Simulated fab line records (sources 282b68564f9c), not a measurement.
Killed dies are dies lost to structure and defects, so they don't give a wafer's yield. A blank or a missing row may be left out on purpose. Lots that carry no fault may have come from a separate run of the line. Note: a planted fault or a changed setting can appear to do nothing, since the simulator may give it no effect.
Which tool is to blame?	flow rit cmos	14 lots with 42 wafers sampled at 4 steps, on a route of 202 steps

== WHAT THE GAUGES SHOWED, per wafer ==
RIT_FOX2_THK_MEAS_01. Usual: FOX2_OXIDE_THK typically reads 346 nm, with standard deviation 6.1.
lot	measured	on	FOX2_OXIDE_THK (nm)	flag
L659	day 1 21:26	film metro-01	340 342 346	
L660	day 2 05:09	film metro-03	351 348 350	
L661	day 2 09:01	film metro-01	343 337 339	
L662	day 2 10:36	film metro-04	342 342 340	
L663	day 2 18:11	film metro-03	342 334 345	
L664	day 2 22:46	film metro-03	504 507 508	OFF
L666	day 3 06:39	film metro-03	503 505 503	OFF
L668	day 3 18:10	film metro-01	340 341 336	
L669	day 4 00:05	film metro-03	357 353 354	
L675	day 5 05:27	film metro-03	348 344 346	
L677	day 5 14:28	film metro-03	341 347 343	
L678	day 5 19:50	film metro-03	344 340 344	
L681	day 6 10:43	film metro-04	345 347 345	
L682	day 6 15:12	film metro-01	353 348 352	

RIT_FOX2_THK_MEAS_90. Usual: FIELD_OXIDE_LEFT_1_THK typically reads 319 nm, with standard deviation 6.1.
lot	measured	on	FIELD_OXIDE_LEFT_1_THK (nm)	flag
L659	day 1 22:19	film metro-01	313 314 319	
L660	day 2 06:04	film metro-01	323 320 323	
L661	day 2 09:53	film metro-01	316 310 313	
L662	day 2 11:33	film metro-01	315 314 313	
L663	day 2 19:04	film metro-01	314 306 317	
L664	day 2 23:38	film metro-04	477 479 481	OFF
L666	day 3 07:31	film metro-01	476 478 476	OFF
L668	day 3 19:07	film metro-01	313 314 309	
L669	day 4 00:58	film metro-01	330 326 327	
L675	day 5 06:23	film metro-03	321 317 319	
L677	day 5 16:05	film metro-03	314 319 315	
L678	day 5 20:42	film metro-01	317 312 316	
L681	day 6 11:35	film metro-03	317 320 318	
L682	day 6 16:04	film metro-04	326 320 325	

RIT_FOX2_THK_MEAS_91. Usual: FIELD_OXIDE_LEFT_2_THK typically reads 251 nm, with standard deviation 6.3.
lot	measured	on	FIELD_OXIDE_LEFT_2_THK (nm)	flag
L659	day 2 11:29	film metro-04	244 246 250	
L660	day 2 18:31	film metro-01	255 253 255	
L661	day 2 23:37	film metro-03	249 242 245	
L662	day 3 00:24	film metro-01	247 246 245	
L663	day 3 07:51	film metro-04	246 239 249	
L664	day 3 13:10	film metro-04	410 412 414	OFF
L666	day 3 20:23	film metro-03	408 410 408	OFF
L668	day 4 08:55	film metro-04	245 246 241	
L669	day 4 13:49	film metro-03	262 258 259	
L675	day 5 19:52	film metro-01	253 249 251	
L677	day 6 04:51	film metro-01	245 251 247	
L678	day 6 10:15	film metro-01	249 244 249	
L681	day 7 00:04	film metro-04	249 252 250	
L682	day 7 05:52	film metro-01	258 252 257	

== WHICH TOOL RAN EACH LOT (tool, then ch and the chambers of the sampled wafers, then the start) ==
lot	RIT_FOX2_OXIDATION_00
L659	furnace-04 ch 0, day 1 20:05
L660	furnace-04 ch 0, day 2 03:49
L661	furnace-03 ch 0, day 2 07:41
L662	furnace-03 ch 0, day 2 09:16
L663	furnace-03 ch 0, day 2 16:52
L664	furnace-03 ch 0, day 2 21:26
L666	furnace-03 ch 0, day 3 05:20
L668	furnace-04 ch 0, day 3 16:50
L669	furnace-01 ch 0, day 3 22:46
L675	furnace-01 ch 0, day 5 04:08
L677	furnace-04 ch 0, day 5 13:08
L678	furnace-01 ch 0, day 5 18:30
L681	furnace-04 ch 0, day 6 09:24
L682	furnace-01 ch 0, day 6 13:53
- RIT_FOX2_OXIDATION_00: target thk 350.7 nm, ox time 1130 s.

== WHAT THE TOOLS THEMSELVES READ (means of the sampled wafers that have a number; where no wafer has one, the mark that the record gives instead) ==
RIT_FOX2_OXIDATION_00. Usual: ox temp c max 1105.1, standard deviation 1.2; spike tc centre C 1102.9 C, standard deviation 1; tube center temp C 1100 C, standard deviation 0.1.
lot	tool	ox temp c max	spike tc centre C (C)	tube center temp C (C)	flag
L659	furnace-04	1106.0	1103.1	1100	
L660	furnace-04	1105.7	1103.7	1100	
L661	furnace-03	1104.5	1103.3	1100	
L662	furnace-03	1105.6	1103.7	1100	
L663	furnace-03	1104.3	1103.2	1100	
L664	furnace-03	1106.1	1102.6	1100	
L666	furnace-03	1105.5	1103.1	1100	
L668	furnace-04	1106.4	1103.6	1100	
L669	furnace-01	1104.1	1102.2	1100	
L675	furnace-01	1105.3	1101.7	1100	
L677	furnace-04	1105.4	1103.7	1100	
L678	furnace-01	1104.3	1102.0	1100	
L681	furnace-04	1105.9	1103.0	1100	
L682	furnace-01	1105.0	1101.6	1100	

== THE ANSWER, worked out from the rows above alone ==
Rule: a lot counts as off when the mean over its wafers that have a number is more than 3 standard deviations away from the usual mean. Also off: a lot with no number at a reading for which 4 or more lots have one. Where the step has rows for the other lots, those lots are counted as sound. Order of review: gauges by route order, followed by the tools' own readings, for which a lot's mean as printed above is used. The first step at which some lot is off is used, and at that step the reading that is off furthest; a lot without a number counts as furthest.
Off: L664, L666, seen at RIT_FOX2_THK_MEAS_01 (FOX2_OXIDE_THK).
If a tool, at a process step before that reading, ran all the lots that are off and no sound lot after the first of them, it fits. Not tried: the gauges at RIT_FOX2_THK_MEAS_01; whatever is off there is also off at RIT_FOX2_THK_MEAS_90, on other tools, and gauge error can't account for it. One fits: RIT_FOX2_OXIDATION_00 on furnace-03. A fault onset in the window from L663 (day 2 16:52, its last sound lot) to L664 (day 2 21:26, its first lot off) fits.

== WHAT THE SIMULATOR PUT IN ==
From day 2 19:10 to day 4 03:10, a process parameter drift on furnace-03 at RIT_FOX2_OXIDATION_00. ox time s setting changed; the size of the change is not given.
Lots struck among those shown: L664, L666. This agrees with what the rule above found.
